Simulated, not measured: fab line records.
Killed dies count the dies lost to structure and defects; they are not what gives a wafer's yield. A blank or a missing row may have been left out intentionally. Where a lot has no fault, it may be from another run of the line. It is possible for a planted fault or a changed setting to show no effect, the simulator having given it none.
A struck lot beside a sound one | flow berkeley-cmos170 | 24 out of 331 route steps
Sound: the wafers L626.3, L626.4, L626.5. Struck: wafers L632.1, L632.5, L632.6. The cause is named last.
Per side, at each step with rows, come the tool, then ch with its chambers, and then its first start. Under that, the readings that differ: sound wafers | struck wafers | difference of the means | sigmas: that difference in standard deviations of wafers without a fault.
alike: same words and numbers on both sides, and readings whose means sit less than 2 such deviations apart. not compared: any withheld reading, any reading some wafer has no value for, any bound like >300 that may hide the same value, and any number with overlapping values for which the record gives no deviation.
The two part at a step that has a row with sigmas, a row that says differs or no value, or rows on one side only. Numbers that have no deviation but don't overlap get no sigmas and don't part them. A reading missing from all wafers of one side parts the sides only when that side holds two or more wafers.

UCB170_NWELL_ETCH_13: etches Si3N4 in CH3F/Ar/O2, stops on SiO2, target depth 246.4 nm, time 154 s.
  sound on rie-diel-04 ch 1,2, day 3 14:31; struck on rie-diel-02 ch 1,2,3, day 5 00:33
  alike: drypump-motor-current-A, oes-product-au, throttle-valve-pct
  not compared: rf-hours-counter-h
after that, 1 step had no rows for these wafers: UCB170_NWELL_IMPLANT_14.
UCB170_NWELL_STRIP_15: strips in O2.
  sound on plasma-asher-03 ch 0,1, day 3 14:48; struck on plasma-asher-03 ch 0,1, day 5 00:49
  alike: drypump-motor-current-A, oes-product-au, strip-time-to-endpoint-s
  not compared: rf-hours-counter-h
UCB170_NWELL_TW_MEAS_16:
  sound on film-metro-02 at day 3 14:53; struck on film-metro-03 at day 5 00:55
  alike: NWELL_TW
then, 6 steps without rows for these wafers: UCB170_NWELL_CLEAN_17 (cleans in SPM, time 600 s); UCB170_NWELL_WET_ETCH_18 (etches Si3N4 in H3PO4, time 14400 s); UCB170_NWELL_WET_ETCH_19 (etches SiO2 in BOE, time 22 s); UCB170_PWELL_CLEAN_00 (cleans in SPM, time 600 s); UCB170_PWELL_CLEAN_01 (cleans in dHF, time 60 s); UCB170_PWELL_OXIDATION_02 (target thk 26.4 nm, ox time 1260 s).
UCB170_PWELL_THK_MEAS_03:
  sound on film-metro-02 at day 4 03:22; struck on film-metro-02 at day 5 10:32
  alike: PWELL_OXIDE_THK
then, 1 step without rows for these wafers: UCB170_PWELL_ANNEAL_04 (time 900 s).
UCB170_PWELL_CVD_05: deposits Si3N4 from SiH2Cl2/NH3, target thk 220 nm, time 3300 s.
  sound on lpcvd-02 ch 1, day 4 10:12; struck on lpcvd-01 ch 0, day 5 17:06
  reading                                 | sound             | struck            | difference | sigmas
  pressure-mtorr (mTorr)                  | 200.1 200.6 200.4 | 240.3 240.4 240.6 | +40.1      | +99 or more
  model.Si3N4_of_PWELL_CVD_05.thk-nm (nm) | 218.9 219.5 221.3 | 230.9 231.1 231.3 | +11.2      |
  alike: nh3-flow-sccm, sih2cl2-flow-sccm
UCB170_PWELL_THK_MEAS_06:
  sound on film-metro-03 at day 4 12:08; struck on film-metro-02 at day 5 19:01
  reading                | sound             | struck            | difference | sigmas
  PWELL_NITRIDE_THK (nm) | 218.8 219.4 221.2 | 231.1 231.2 231.3 | +11.4      | +7
then, 6 steps without rows for these wafers: UCB170_PWELL_HMDS_07 (prime time 60 s); UCB170_PWELL_COAT_08 (resist thk 900 nm); UCB170_PWELL_SOFTBAKE_09 (time 60 s); UCB170_PWELL_EXPOSE_10 (exposes mask PWELL, target cd 3000 nm); UCB170_PWELL_PEB_11; UCB170_PWELL_DEVELOP_12 (develop time 45 s).
UCB170_PWELL_OVL_MEAS_13:
  sound on overlay-01 at day 4 13:31; struck on overlay-01 at day 5 20:02
  alike: PWELL_OVL
UCB170_PWELL_ETCH_14: etches Si3N4 in CH3F/Ar/O2, stops on SiO2, target depth 242 nm, time 151 s.
  sound on rie-diel-04 ch 1,2,3, day 4 13:33; struck on rie-diel-04 ch 0,1,3, day 5 20:05
  reading                  | sound             | struck            | difference | sigmas
  oes-product-au (a.u.)    | 0.927 0.947 0.937 | 0.940 0.977 0.983 | +0.030     | +2
  model.etch.depth-nm (nm) | 218.9 219.5 221.3 | 230.9 231.1 231.3 | +11.2      |
  alike: drypump-motor-current-A, throttle-valve-pct
  not compared: rf-hours-counter-h
then, 2 steps without rows for these wafers: UCB170_PWELL_IMPLANT_15; UCB170_M3_PROBE_99.

## WHERE THEY PART
First at UCB170_PWELL_CVD_05; last, within this record, at UCB170_PWELL_ETCH_14.

WHY: what had been put in by the simulator
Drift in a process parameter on lpcvd-01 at UCB170_PWELL_CVD_05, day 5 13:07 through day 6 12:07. Setting pressure-mtorr, moved by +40, from 200. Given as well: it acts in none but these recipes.
